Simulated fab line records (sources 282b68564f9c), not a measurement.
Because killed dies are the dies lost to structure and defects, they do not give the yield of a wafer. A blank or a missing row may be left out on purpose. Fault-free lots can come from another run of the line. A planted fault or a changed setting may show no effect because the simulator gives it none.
fab line records | flow rit-cmos
record: lots: 6 | wafers: 18 | last-day: 7
route steps=202 shown NWELL@35 PWELL@39 WELLDRIVE@50 NRETRO@53 M1@202
lots untouched by any fault: they come from a run of this same line in which no faults occurred
start-h: the number of hours between the record's first day and the start of the first shown wafer of the lot | wait-h: time in hours since the lot's previous step | " unchanged from the row above | L1.1+2: one row covering several wafers at once | - value missing, or start not given | * or withheld: withheld | < > ~ a bound
route shown NAME@n: names a module that has steps shown in the file, with the first one's number in the route | usual: mean/standard deviation of fault-free wafers | same: alike in all rows | chamber/n: place in a boat | sites: per-site readings | _std_site: standard deviation across them | _edge_site: outer sites' mean less inner sites' | radius-mm: how far each site lies from the wafer's centre | mask NAME#n: copy n | behind: the most recent tool/chamber to have shaped the wafer | hold: what put the lot on hold/how long, in hours/how the hold closed | device: transistor that didn't switch, given as n, p or np | end of line: the route-end tests of the same wafers | for a step that has no rows: nothing shown but its recipe | killed: count of dies lost to structure and defects at first sort (not the wafer's yield) | map: dies across one wafer; x = killed, . = not, _ = none there
set.NAME: the setting as run; set.NAME@STEP: as run at that earlier step | model.NAME: the simulator's own value behind a step, which no gauge read
certain route steps with their lots: each step a table, each wafer a row
services: the hour from which a tool's chamber was out of use, counted from the record's first day as start-h (under 0 if before that day), plus the number of hours and why
== steps ==
step: RIT_NWELL_HARDBAKE_07
recipe: resist: NOVOLAK | temp-c: 140 | time-s: 120
step: RIT_NWELL_IMPLANT_08
recipe: species: P | energy-kev: 171 | dose-cm2: 5e+13 | tilt-deg: 7
step: RIT_NWELL_STRIP_09
recipe: chemistry: O2 | time-s: 180 | resist: NOVOLAK | platen-temp-c: withheld | power-w: 500 | pressure-mtorr: 4000 | o2-flow-sccm: 4000
usual: drypump-motor-current-A: 6.08/0.2
lot.wafer | tool            | chamber | start-h | wait-h | drypump-motor-current-A | rf-hours-counter-h
L941.1    | plasma-asher-02 | 0       | 32.58   | 0.1    | 6.03                    | 39
L941.2    | "               | 1       | "       | "      | 5.71                    | 39
L941.4    | "               | 1       | "       | "      | 5.72                    | -
L942.1    | plasma-asher-04 | 1       | 37.11   | 0.1    | 6.43                    | 35
L942.2    | "               | 0       | "       | "      | 6.07                    | 35
L942.6    | "               | 1       | "       | "      | 6.41                    | -
L946.4    | plasma-asher-03 | 1       | 56.80   | 0.1    | 5.97                    | -
L946.5    | "               | 0       | "       | "      | 6.13                    | -
L946.6    | "               | 1       | "       | "      | 5.96                    | -
L948.1    | plasma-asher-03 | 0       | 68.18   | 0.1    | 6.14                    | 29
L948.4    | "               | 0       | "       | "      | 6.14                    | -
L948.5    | "               | 0       | "       | "      | 6.16                    | -
L958.1    | plasma-asher-02 | 1       | 125.84  | 0.1    | 5.70                    | 1
L958.4    | "               | 1       | "       | "      | 5.70                    | -
L958.6    | "               | 1       | "       | "      | 5.69                    | -
L960.1    | plasma-asher-03 | 1       | 131.11  | 0.1    | 5.97                    | 36
L960.5    | "               | 0       | "       | "      | 6.14                    | -
L960.6    | "               | 1       | "       | "      | 5.97                    | -
step: RIT_NWELL_TW_MEAS_10
usual: NWELL_TW: 2149/34
lot.wafer | tool          | chamber | start-h | wait-h | NWELL_TW
L941.1    | film-metro-03 | -       | 32.75   | 0.1    | 2192
L941.2    | "             | -       | "       | "      | 2174
L941.4    | "             | -       | "       | "      | 2183
L942.1    | film-metro-01 | -       | 37.29   | 0.1    | 2107
L942.2    | "             | -       | "       | "      | 2111
L942.6    | "             | -       | "       | "      | 2113
L946.4    | film-metro-01 | -       | 56.95   | 0.1    | 2115
L946.5    | "             | -       | "       | "      | 2102
L946.6    | "             | -       | "       | "      | 2112
L948.1    | film-metro-01 | -       | 68.36   | 0.1    | 2095
L948.4    | "             | -       | "       | "      | 2111
L948.5    | "             | -       | "       | "      | 2117
L958.1    | film-metro-04 | -       | 126.02  | 0.1    | 2153
L958.4    | "             | -       | "       | "      | 2166
L958.6    | "             | -       | "       | "      | 2170
L960.1    | film-metro-01 | -       | 131.29  | 0.1    | 2114
L960.5    | "             | -       | "       | "      | 2117
L960.6    | "             | -       | "       | "      | 2112
step: RIT_PWELL_HMDS_00
recipe: prime-time-s: 60 | prime-temp-c: 140
step: RIT_PWELL_COAT_01
recipe: resist: NOVOLAK | spin-rpm: 2000 | resist-thk-nm: 1300
step: RIT_PWELL_SOFTBAKE_02
recipe: resist: NOVOLAK | temp-c: 90 | time-s: 59.02
step: RIT_PWELL_EXPOSE_03
recipe: mask-id: M3 | na: 0.57 | target-cd-nm: 43700 | dose-mj: 250
step: RIT_PWELL_PEB_04
recipe: resist: NOVOLAK | temp-c: withheld | time-s: withheld
step: RIT_PWELL_DEVELOP_05
recipe: resist: NOVOLAK | develop-time-s: 68 | dev-temp-c: 23
step: RIT_PWELL_OVL_MEAS_06
usual: PWELL_OVL: -0.1/1.6
lot.wafer | tool       | chamber | start-h | wait-h | PWELL_OVL[nm]
L941.1    | overlay-01 | -       | 33.69   | -      | 0.1
L941.2    | "          | -       | "       | "      | 1.4
L941.4    | "          | -       | "       | "      | -0.8
L942.1    | overlay-01 | -       | 38.35   | -      | 2.2
L942.2    | "          | -       | "       | "      | -0.7
L942.6    | "          | -       | "       | "      | 0.8
L946.4    | overlay-02 | -       | 57.87   | -      | -0.3
L946.5    | "          | -       | "       | "      | -2.5
L946.6    | "          | -       | "       | "      | 0.4
L948.1    | overlay-01 | -       | 69.42   | -      | -0.2
L948.4    | "          | -       | "       | "      | -1.7
L948.5    | "          | -       | "       | "      | 0.9
L958.1    | overlay-02 | -       | 127.08  | -      | -0.6
L958.4    | "          | -       | "       | "      | -2.6
L958.6    | "          | -       | "       | "      | -2.4
L960.1    | overlay-01 | -       | 132.36  | -      | 1.8
L960.5    | "          | -       | "       | "      | -1.9
L960.6    | "          | -       | "       | "      | -1.7
step: RIT_PWELL_HARDBAKE_07
recipe: resist: NOVOLAK | temp-c: 140 | time-s: 120
step: RIT_PWELL_IMPLANT_08
recipe: species: B | energy-kev: 170 | dose-cm2: 7e+13 | tilt-deg: 7
usual: dose-ions-cm2: 7e+13/6.7e+10 | end-station-pressure-torr: 5.18e-06/2.8e-07 | faraday-current-uA: 223/4.7
lot.wafer | tool         | chamber | start-h | wait-h | dose-ions-cm2 | end-station-pressure-torr | faraday-current-uA
L941.1    | implanter-03 | 0       | 33.98   | 0.2    | 6.995e+13     | 4.94e-06                  | 219
L941.2    | "            | 0       | "       | "      | 6.99e+13      | 5.38e-06                  | 227
L941.4    | "            | 0       | "       | "      | 6.993e+13     | 5.23e-06                  | 223
L942.1    | implanter-03 | 0       | 38.64   | 0.2    | 6.999e+13     | 5.45e-06                  | 227
L942.2    | "            | 0       | "       | "      | 7.008e+13     | 5.08e-06                  | 221
L942.6    | "            | 0       | "       | "      | 6.999e+13     | 5.39e-06                  | 227
L946.4    | implanter-04 | 0       | 58.22   | 0.2    | 4.875e+13     | 5.14e-06                  | 152
L946.5    | "            | 0       | "       | "      | 4.866e+13     | 4.55e-06                  | 156
L946.6    | "            | 0       | "       | "      | 4.874e+13     | 5.47e-06                  | 152
L948.1    | implanter-04 | 0       | 69.71   | 0.2    | 4.862e+13     | 5.38e-06                  | 152
L948.4    | "            | 0       | "       | "      | 4.865e+13     | 4.86e-06                  | 152
L948.5    | "            | 0       | "       | "      | 4.868e+13     | 5.12e-06                  | 153
L958.1    | implanter-03 | 0       | 127.37  | 0.2    | 7.001e+13     | 5.3e-06                   | 226
L958.4    | "            | 0       | "       | "      | 7.001e+13     | 4.75e-06                  | 227
L958.6    | "            | 0       | "       | "      | 7.003e+13     | 4.92e-06                  | 223
L960.1    | implanter-03 | 0       | 132.80  | 0.2    | 7.002e+13     | 4.68e-06                  | 224
L960.5    | "            | 0       | "       | "      | 6.998e+13     | 5.83e-06                  | 224
L960.6    | "            | 0       | "       | "      | 7.002e+13     | 5.11e-06                  | 220
step: RIT_PWELL_STRIP_09
recipe: chemistry: O2 | time-s: 180 | resist: NOVOLAK | platen-temp-c: withheld | power-w: 500 | pressure-mtorr: 4000 | o2-flow-sccm: 4000
usual: drypump-motor-current-A: 6.00/0.29
lot.wafer | tool            | chamber | start-h | wait-h | drypump-motor-current-A | rf-hours-counter-h
L941.1    | plasma-asher-02 | 1       | 34.13   | 0.1    | 5.70                    | 40
L941.2    | "               | 0       | "       | "      | 6.06                    | 40
L941.4    | "               | 0       | "       | "      | 6.04                    | -
L942.1    | plasma-asher-04 | 1       | 38.79   | 0.1    | 6.45                    | 36
L942.2    | "               | 0       | "       | "      | 6.01                    | 36
L942.6    | "               | 1       | "       | "      | 6.46                    | -
L946.4    | plasma-asher-01 | 1       | 58.35   | 0.1    | 5.64                    | -
L946.5    | "               | 0       | "       | "      | 5.63                    | -
L946.6    | "               | 1       | "       | "      | 5.66                    | -
L948.1    | plasma-asher-02 | 0       | 69.86   | 0.1    | 6.04                    | 43
L948.4    | "               | 0       | "       | "      | 6.05                    | -
L948.5    | "               | 1       | "       | "      | 5.71                    | -
L958.1    | plasma-asher-04 | 0       | 127.59  | 0.2    | 6.05                    | 46
L958.4    | "               | 1       | "       | "      | 6.44                    | -
L958.6    | "               | 0       | "       | "      | 6.04                    | -
L960.1    | plasma-asher-01 | 1       | 132.95  | 0.1    | 5.66                    | 48
L960.5    | "               | 0       | "       | "      | 5.64                    | -
L960.6    | "               | 1       | "       | "      | 5.68                    | -
step: RIT_PWELL_TW_MEAS_10
usual: PWELL_TW: 954/15
lot.wafer | tool          | chamber | start-h | wait-h | PWELL_TW
L941.1    | film-metro-04 | -       | 34.31   | 0.1    | 963
L941.2    | "             | -       | "       | "      | 966
L941.4    | "             | -       | "       | "      | 964
L942.1    | film-metro-03 | -       | 38.96   | 0.1    | 968
L942.2    | "             | -       | "       | "      | 971
L942.6    | "             | -       | "       | "      | 974
L946.4    | film-metro-03 | -       | 58.50   | 0.1    | 865
L946.5    | "             | -       | "       | "      | 858
L946.6    | "             | -       | "       | "      | 858
L948.1    | film-metro-03 | -       | 70.03   | 0.1    | 863
L948.4    | "             | -       | "       | "      | 862
L948.5    | "             | -       | "       | "      | 861
L958.1    | film-metro-04 | -       | 127.77  | 0.1    | 954
L958.4    | "             | -       | "       | "      | 957
L958.6    | "             | -       | "       | "      | 957
L960.1    | film-metro-03 | -       | 133.12  | 0.1    | 965
L960.5    | "             | -       | "       | "      | 965
L960.6    | "             | -       | "       | "      | 970
step: RIT_WELLDRIVE_ANNEAL_00
recipe: temp-c: 1100 | time-s: 14700 | ambient: N2
step: RIT_WELLDRIVE_RS_MEAS_01
recipe: thk-meas-gauge: four-point-probe
usual: NWELL_RS: 275.5/0.84
lot.wafer | tool          | chamber | start-h | wait-h | NWELL_RS[ohm/sq]
L941.1    | film-metro-03 | -       | 39.53   | 0.0    | 276.1
L941.2    | "             | -       | "       | "      | 276.1
L941.4    | "             | -       | "       | "      | 276.1
L942.1    | film-metro-03 | -       | 44.52   | 0.0    | 276.4
L942.2    | "             | -       | "       | "      | 276.3
L942.6    | "             | -       | "       | "      | 276.4
L946.4    | film-metro-03 | -       | 63.84   | 0.1    | 275.4
L946.5    | "             | -       | "       | "      | 275.4
L946.6    | "             | -       | "       | "      | 274.7
L948.1    | film-metro-03 | -       | 75.41   | 0.0    | 275.8
L948.4    | "             | -       | "       | "      | 275.9
L948.5    | "             | -       | "       | "      | 274.6
L958.1    | film-metro-03 | -       | 133.21  | 0.0    | 274.1
L958.4    | "             | -       | "       | "      | 274.5
L958.6    | "             | -       | "       | "      | 273.9
L960.1    | film-metro-01 | -       | 138.45  | 0.0    | 274.7
L960.5    | "             | -       | "       | "      | 276.2
L960.6    | "             | -       | "       | "      | 275.3
step: RIT_WELLDRIVE_RS_MEAS_02
recipe: thk-meas-gauge: four-point-probe
usual: PWELL_RS: 429.3/1.1
lot.wafer | tool          | chamber | start-h | wait-h | PWELL_RS[ohm/sq]
L941.1    | film-metro-03 | -       | 39.65   | 0.1    | 428.6
L941.2    | "             | -       | "       | "      | 427.6
L941.4    | "             | -       | "       | "      | 428.6
L942.1    | film-metro-03 | -       | 44.64   | 0.1    | 429.6
L942.2    | "             | -       | "       | "      | 429.9
L942.6    | "             | -       | "       | "      | 430.0
L946.4    | film-metro-03 | -       | 63.96   | 0.1    | 539.7
L946.5    | "             | -       | "       | "      | 540.8
L946.6    | "             | -       | "       | "      | 540.4
L948.1    | film-metro-03 | -       | 75.53   | 0.1    | 543.0
L948.4    | "             | -       | "       | "      | 543.9
L948.5    | "             | -       | "       | "      | 543.0
L958.1    | film-metro-03 | -       | 133.33  | 0.1    | 429.1
L958.4    | "             | -       | "       | "      | 428.2
L958.6    | "             | -       | "       | "      | 429.1
L960.1    | film-metro-01 | -       | 138.57  | 0.1    | 428.3
L960.5    | "             | -       | "       | "      | 427.7
L960.6    | "             | -       | "       | "      | 427.0
step: RIT_NRETRO_HMDS_00
recipe: prime-time-s: 60 | prime-temp-c: 140
step: RIT_M1_PROBE_99
usual: killed-at-front-end: 6.6/2.8 | killed-dies: 6.6/2.8 | killed-open: 3.3/1.9 | killed-short: 3.2/1.8
same: gross-dies: 264 | killed_at_M0_to_M3: 0 | killed_at_M4_up: 0 | killed-at-back-side: 0 | killed-at-contacts: 0 | killed-at-other: 0
lot.wafer | tool      | chamber | start-h | wait-h | killed-at-front-end | killed-dies | killed-open | killed-short | model.etest.nmos_0p3.r-on-ohm-um | model.etest.pwell-pinched.rs-ohm-sq | model.etest.pwell.rs-ohm-sq | model.etest.nmos_0p15.r-on-ohm-um | model.etest.nmos-turned.drive-ua-um | model.etest.nmos_0p15.drive-ua-um | model.etest.nmos_0p3.drive-ua-um | model.etest.nmos-narrow.drive-ua-um
L941.1    | prober-02 | -       | 73.59   | 0.1    | 4                   | 4           | 3           | 1            | 2186                             | 468.6                               | 418.8                       | 1147                              | 329.8                               | 463                               | 219.9                            | 219.9
L941.2    | prober-02 | -       | 73.64   | 0.1    | 6                   | 6           | 3           | 3            | 2173                             | 459.1                               | 417.7                       | 1106                              | 319.3                               | 468.2                             | 220.9                            | 218.8
L941.4    | prober-02 | -       | 73.74   | 0.2    | 8                   | 8           | 3           | 5            | 2172                             | 467.2                               | 419.4                       | 1147                              | 312.7                               | 459.5                             | 221.1                            | 221.9
L942.1    | prober-01 | -       | 75.09   | 0.1    | 8                   | 8           | 2           | 6            | 2172                             | 455.5                               | 412.4                       | 1116                              | 331.9                               | 473.1                             | 225.1                            | 226.4
L942.2    | prober-01 | -       | 75.14   | 0.1    | 4                   | 4           | 3           | 1            | 2176                             | 463.8                               | 414.9                       | 1116                              | 343.7                               | 483.2                             | 223                              | 227.6
L942.6    | prober-01 | -       | 75.34   | 0.2    | 5                   | 5           | 4           | 1            | 2133                             | 455.2                               | 413.5                       | 1085                              | 329.8                               | 477.9                             | 226.5                            | 225.1
L946.4    | prober-01 | -       | 93.38   | 0.2    | 8                   | 8           | 6           | 2            | 1925                             | 565                                 | 521.9                       | 1018                              | 398.8                               | 540.8                             | 267.6                            | 258.9
L946.5    | prober-01 | -       | 93.43   | 0.2    | 8                   | 8           | 6           | 2            | 1929                             | 565                                 | 523                         | 1012                              | 398.2                               | 543.8                             | 270                              | 259.4
L946.6    | prober-01 | -       | 93.48   | 0.2    | 10                  | 10          | 7           | 3            | 1963                             | 565.3                               | 518.7                       | 1037                              | 395                                 | 543.7                             | 269.4                            | 262.3
L948.1    | prober-01 | -       | 105.01  | 0.1    | 5                   | 5           | 3           | 2            | 1915                             | 578.3                               | 525.4                       | 982.8                             | 411.6                               | 552.2                             | 264.2                            | 263.4
L948.4    | prober-01 | -       | 105.16  | 0.2    | 7                   | 7           | 6           | 1            | 1948                             | 580.8                               | 516.2                       | 1030                              | 410.4                               | 545                               | 266.9                            | 261.3
L948.5    | prober-01 | -       | 105.21  | 0.2    | 11                  | 11          | 8           | 3            | 1906                             | 578.1                               | 523.4                       | 1001                              | 402.9                               | 544.5                             | 266.3                            | 263.5
L958.1    | prober-01 | -       | 166.14  | 0.1    | 4                   | 4           | 3           | 1            | 2121                             | 452.4                               | 408.3                       | 1116                              | 331.8                               | 483.3                             | 235.3                            | 229.3
L958.4    | prober-01 | -       | 166.29  | 0.2    | 4                   | 4           | 3           | 1            | 2100                             | 454.8                               | 409.7                       | 1102                              | 329.4                               | 482.7                             | 233                              | 227.6
L958.6    | prober-01 | -       | 166.39  | 0.2    | 5                   | 5           | 0           | 5            | 2115                             | 458                                 | 407.4                       | 1114                              | 327.9                               | 480.4                             | 230                              | 226.9
L960.1    | prober-01 | -       | 170.63  | 0.1    | 12                  | 12          | 5           | 6            | 2128                             | 466.1                               | 416.6                       | 1100                              | 338.4                               | 499.4                             | 230.2                            | 224.8
L960.5    | prober-01 | -       | 170.83  | 0.2    | 12                  | 12          | 6           | 6            | 2149                             | 456.8                               | 412.6                       | 1111                              | 334.8                               | 487.8                             | 229                              | 223.1
L960.6    | prober-01 | -       | 170.88  | 0.2    | 9                   | 9           | 4           | 5            | 2170                             | 454.7                               | 413.3                       | 1113                              | 321.4                               | 473.1                             | 219.6                            | 216.6
killed by level:class
L941.1 FOX2:geometric-particle:open=1 GATE:geometric-particle:open=1 SPACER:geometric-particle:short=1 SILICIDE:geometric-particle:open=1
L941.2 GATE:geometric-particle:short=2 GATE:geometric-particle:open=2 REOX:geometric-particle:open=1 SPACER:geometric-particle:short=1
L941.4 SPACER:geometric-particle:open=2 SILICIDE:geometric-particle:short=2 GATE:geometric-particle:short=1 REOX:geometric-particle:open=1 REOX:geometric-particle:short=1 SPACER:geometric-particle:short=1
L942.1 GATE:geometric-particle:short=2 GATE:geometric-particle:open=2 ACTIVE:geometric-particle:short=1 FOX1:geometric-particle:short=1 REOX:geometric-particle:short=1 SPACER:geometric-particle:short=1
L942.2 FOX1:geometric-particle:open=1 GATE:geometric-particle:open=1 SPACER:geometric-particle:short=1 SILICIDE:geometric-particle:open=1
L942.6 SILICIDE:geometric-particle:open=2 GATE:geometric-particle:open=1 REOX:geometric-particle:open=1 SILICIDE:geometric-particle:short=1
L946.4 SPACER:geometric-particle:open=2 FOX1:geometric-particle:open=1 FOX1:geometric-particle:short=1 FOX2:geometric-particle:short=1 FOX2:geometric-particle:open=1 GATE:geometric-particle:open=1 REOX:geometric-particle:open=1
L946.5 GATE:geometric-particle:open=3 SPACER:geometric-particle:open=2 FOX1:geometric-particle:short=1 REOX:geometric-particle:open=1 SPACER:geometric-particle:short=1
L946.6 GATE:geometric-particle:open=2 SPACER:geometric-particle:open=2 FOX1:geometric-particle:open=1 FOX2:geometric-particle:open=1 GATE:geometric-particle:short=1 REOX:geometric-particle:short=1 REOX:geometric-particle:open=1 SPACER:geometric-particle:short=1
L948.1 GATE:geometric-particle:open=2 FOX2:geometric-particle:short=1 GATE:geometric-particle:short=1 SILICIDE:geometric-particle:open=1
L948.4 SPACER:geometric-particle:open=2 GATE:geometric-particle:open=2 FOX1:geometric-particle:open=1 GATE:geometric-particle:short=1 REOX:geometric-particle:open=1
L948.5 GATE:geometric-particle:open=5 FOX2:geometric-particle:open=3 FOX2:geometric-particle:short=2 GATE:geometric-particle:short=1
L958.1 FOX2:geometric-particle:open=1 GATE:geometric-particle:short=1 GATE:geometric-particle:open=1 SILICIDE:geometric-particle:open=1
L958.4 GATE:geometric-particle:open=2 SPACER:geometric-particle:open=1 SPACER:geometric-particle:short=1
L958.6 GATE:geometric-particle:short=2 FOX2:geometric-particle:short=1 REOX:geometric-particle:short=1 SILICIDE:geometric-particle:short=1
L960.1 FOX1:geometric-particle:short=2 GATE:geometric-particle:short=2 GATE:geometric-particle:open=2 SPACER:geometric-particle:open=2 SILICIDE:geometric-particle:short=1 REOX:geometric-particle:open=1 SPACER:geometric-particle:short=1 NLDD:coat-microbubble-printed=1
L960.5 GATE:geometric-particle:short=4 GATE:geometric-particle:open=2 ACTIVE:geometric-particle:open=1 FOX1:geometric-particle:short=1 REOX:geometric-particle:open=1 SPACER:geometric-particle:open=1 SPACER:geometric-particle:short=1 SILICIDE:geometric-particle:open=1
L960.6 GATE:geometric-particle:open=3 GATE:geometric-particle:short=3 FOX1:geometric-particle:short=1 REOX:geometric-particle:open=1 SPACER:geometric-particle:short=1
== services ==
tool            | chamber | start-h | hours | kind
plasma-asher-02 | -       | 9.44    | 1.0   | repair
implanter-04    | -       | 40.73   | 2.8   | repair
plasma-asher-02 | -       | 47.67   | 6.0   | repair
plasma-asher-03 | -       | 57.27   | 5.9   | repair
plasma-asher-02 | -       | 77.79   | 6.2   | repair
plasma-asher-01 | -       | 105.85  | 1.3   | repair
plasma-asher-01 | -       | 108.39  | 19.9  | repair
plasma-asher-02 | -       | 108.75  | 9.0   | pm
plasma-asher-02 | 0       | 108.75  | 9.0   | vent-cycle
plasma-asher-02 | 1       | 108.75  | 9.0   | vent-cycle
implanter-03    | -       | 111.90  | 3.0   | pm
implanter-03    | -       | 115.48  | 6.8   | pm
plasma-asher-02 | 0       | 117.75  | -     | clean
plasma-asher-02 | 1       | 117.75  | -     | clean
== key ==
first-sign: step: RIT_PWELL_IMPLANT_08 | reading: dose-ions-cm2 | direction: down | sigmas: 99+ | usual: 7e+13 | struck: 4.869e+13
effect: step: RIT_PWELL_IMPLANT_08 | reading: faraday-current-uA | direction: down | sigmas: 15 | usual: 223 | struck: 153
effect: step: RIT_PWELL_TW_MEAS_10 | reading: PWELL_TW | direction: down | sigmas: 6.3 | usual: 954 | struck: 861
effect: step: RIT_WELLDRIVE_RS_MEAS_02 | reading: PWELL_RS | direction: up | sigmas: 99+ | usual: 429.3 | struck: 541.8
model-effect: step: RIT_M1_PROBE_99 | value: etest.nmos_0p3.r-on-ohm-um | without: 2129 | struck: 1931
met-at RIT_PWELL_IMPLANT_08
struck-wafers L946.4,L946.5,L946.6,L948.1,L948.4,L948.5
tester-left-out L946,L948
fault: kind: process-parameter-drift | tool: implanter-04 | chamber: - | onset-h: 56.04 | steps: RIT_PWELL_IMPLANT_08 | channel: dose-cm2 | offset: -2.1365e+13 | shape: step | end-h: 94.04 | acts-in: these-recipes-only | stated: 7e+13
tester-left-out: of these lots the tester's yield and bins aren't shown, on N5 and GAA mostly nor the transistor test; their killed dies are dies lost to structure and defects alone, not to doping, threshold or leakage, so they don't give the yield
